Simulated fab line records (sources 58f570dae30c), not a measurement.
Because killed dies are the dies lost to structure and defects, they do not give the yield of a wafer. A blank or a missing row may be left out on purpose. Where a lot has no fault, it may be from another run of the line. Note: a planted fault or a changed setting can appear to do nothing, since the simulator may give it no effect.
Which of the tools did it? ; flow berkeley_cmos170 ; 14 lots, 42 wafers sampled, at 4 steps of a route of 331

WHAT THE GAUGES READ, wafer by wafer
UCB170_M2_OVL_MEAS_16.
lot;measured;on;M2_OVL (nm)
L399;day 9 02:31;overlay-02;-7 -8 -16
L403;day 9 12:45;overlay-01;0 2 -4
L404;day 9 12:59;overlay-02;-6 5 2
L402;day 9 13:16;overlay-01;-6 -3 -1
L405;day 10 08:37;overlay-01;-4 2 -2
L406;day 10 09:47;overlay-01;7 9 5
L409;day 11 03:34;overlay-02;5 -1 4
L408;day 11 05:13;overlay-01;-4 -8 -6
L411;day 11 05:26;overlay-02;-2 -2 -6
L416;day 11 22:02;overlay-01;-2 1 -3
L415;day 11 22:26;overlay-01;0 -7 -2
L414;day 11 22:45;overlay-02;4 -7 -9
L418;day 12 16:13;overlay-01;-1 -8 -6
L419;day 12 16:31;overlay-02;1 -4 -6

UCB170_V2_BOW_MEAS_03.
lot;measured;on;V2_BOW (um)
L399;day 9 03:34;film_metro-04;50 41 37
L403;day 9 13:45;film_metro-01;39 30 36
L404;day 9 14:03;film_metro-04;47 41 45
L402;day 9 14:16;film_metro-02;45 34 38
L405;day 10 09:37;film_metro-02;48 40 47
L406;day 10 10:52;film_metro-04;34 52 44
L409;day 11 04:35;film_metro-02;33 37 30
L408;day 11 06:16;film_metro-04;31 38 30
L411;day 11 06:29;film_metro-04;32 40 42
L416;day 11 23:02;film_metro-04;37 34 24
L415;day 11 23:26;film_metro-02;43 43 35
L414;day 11 23:45;film_metro-02;39 21 21
L418;day 12 17:14;film_metro-04;43 31 33
L419;day 12 17:31;film_metro-04;49 43 44

WHICH TOOL RAN EACH LOT (tool, then ch and the chambers of the sampled wafers, then the start)
lot;UCB170_V1_STRIP_15;UCB170_M2_ETCH_17
L399;plasma_asher-03 ch 0,1, day 8 20:30;rie_diel-03 ch 0,1,2, day 9 02:33
L403;plasma_asher-04 ch 0,1, day 9 09:58;rie_diel-01 ch 0,2,3, day 9 12:47
L404;plasma_asher-01 ch 0,1, day 9 10:13;rie_diel-02 ch 0,2,3, day 9 13:02
L402;plasma_asher-04 ch 0,1, day 9 10:21;rie_diel-03 ch 0,1,3, day 9 13:18
L405;plasma_asher-01 ch 0,1, day 10 05:43;rie_diel-01 ch 0,1, day 10 08:38
L406;plasma_asher-01 ch 1, day 10 05:59;rie_diel-03 ch 0,2, day 10 09:49
L409;plasma_asher-04 ch 0,1, day 11 00:57;rie_diel-02 ch 0,3, day 11 03:35
L408;plasma_asher-04 ch 0,1, day 11 01:29;rie_diel-02 ch 1,2,3, day 11 05:14
L411;plasma_asher-03 ch 0,1, day 11 01:31;rie_diel-03 ch 0,2,3, day 11 05:28
L416;plasma_asher-03 ch 0,1, day 11 19:13;rie_diel-03 ch 0,2,3, day 11 22:04
L415;plasma_asher-01 ch 0,1, day 11 19:34;rie_diel-03 ch 0,2, day 11 22:28
L414;plasma_asher-04 ch 0,1, day 11 19:41;rie_diel-01 ch 1,2, day 11 22:47
L418;plasma_asher-04 ch 0,1, day 12 12:32;rie_diel-01 ch 1,2, day 12 16:16
L419;plasma_asher-03 ch 0,1, day 12 13:14;rie_diel-02 ch 0,2,3, day 12 16:33
- UCB170_V1_STRIP_15: strips in O2.
- UCB170_M2_ETCH_17: etches BARC in N2/H2.

AS READ BY THE TOOLS THEMSELVES (means over the sampled wafers that have a number; for cases with no such wafer, the mark the record gives instead)
UCB170_V1_STRIP_15.
lot;tool;drypump_motor_current_A (A);oes_product_au (a.u.);strip_time_to_endpoint_s (s)
L399;plasma_asher-03;5.8;0.723;15.37
L403;plasma_asher-04;5.5;0.719;15.33
L404;plasma_asher-01;5.9;0.727;15.16
L402;plasma_asher-04;5.5;0.723;15.31
L405;plasma_asher-01;5.9;0.723;15.29
L406;plasma_asher-01;5.5;0.721;15.36
L409;plasma_asher-04;5.5;0.722;15.32
L408;plasma_asher-04;5.5;0.718;15.46
L411;plasma_asher-03;5.8;0.721;15.31
L416;plasma_asher-03;5.7;0.727;15.43
L415;plasma_asher-01;5.9;0.720;15.28
L414;plasma_asher-04;5.5;0.718;15.23
L418;plasma_asher-04;5.5;0.718;15.35
L419;plasma_asher-03;5.7;0.720;15.42

UCB170_M2_ETCH_17.
lot;tool;drypump_motor_current_A (A);oes_product_au (a.u.);throttle_valve_pct (%)
L399;rie_diel-03;5.4;0.981;13.45
L403;rie_diel-01;5.6;1.001;13.44
L404;rie_diel-02;5.7;0.998;13.29
L402;rie_diel-03;5.8;0.988;13.47
L405;rie_diel-01;5.6;1.024;13.40
L406;rie_diel-03;5.3;0.983;13.42
L409;rie_diel-02;5.7;0.997;13.36
L408;rie_diel-02;6.0;0.995;13.30
L411;rie_diel-03;5.6;0.986;13.49
L416;rie_diel-03;5.5;0.997;13.50
L415;rie_diel-03;5.3;0.973;13.41
L414;rie_diel-01;5.4;0.978;13.14
L418;rie_diel-01;5.4;0.970;13.14
L419;rie_diel-02;5.7;0.999;13.31

THE ANSWER, worked out from the rows above alone
Rule: usual is defined by the lots themselves. Put in order of their means at a reading, lots are off if they are a third of the lots or fewer, leave a main group of 4 or more, and stand apart from it by a gap of 3 or more times the standard deviation of the main group's means; of several such gaps the widest counts. If all means in a main group match to the digits the tables above print for the reading, that group is not used. Also off: a lot with no number at a reading for which 4 or more lots have one. The other lots that the step has rows for count as sound. First the gauges in route order, then the tools' own readings, where a lot's mean is used as printed above. The first step at which some lot is off is used, and at that step the reading that is off furthest; a lot without a number counts as furthest.
Nothing can be told from this: no lot is off at any reading shown.

WHAT WAS PUT IN BY THE SIMULATOR
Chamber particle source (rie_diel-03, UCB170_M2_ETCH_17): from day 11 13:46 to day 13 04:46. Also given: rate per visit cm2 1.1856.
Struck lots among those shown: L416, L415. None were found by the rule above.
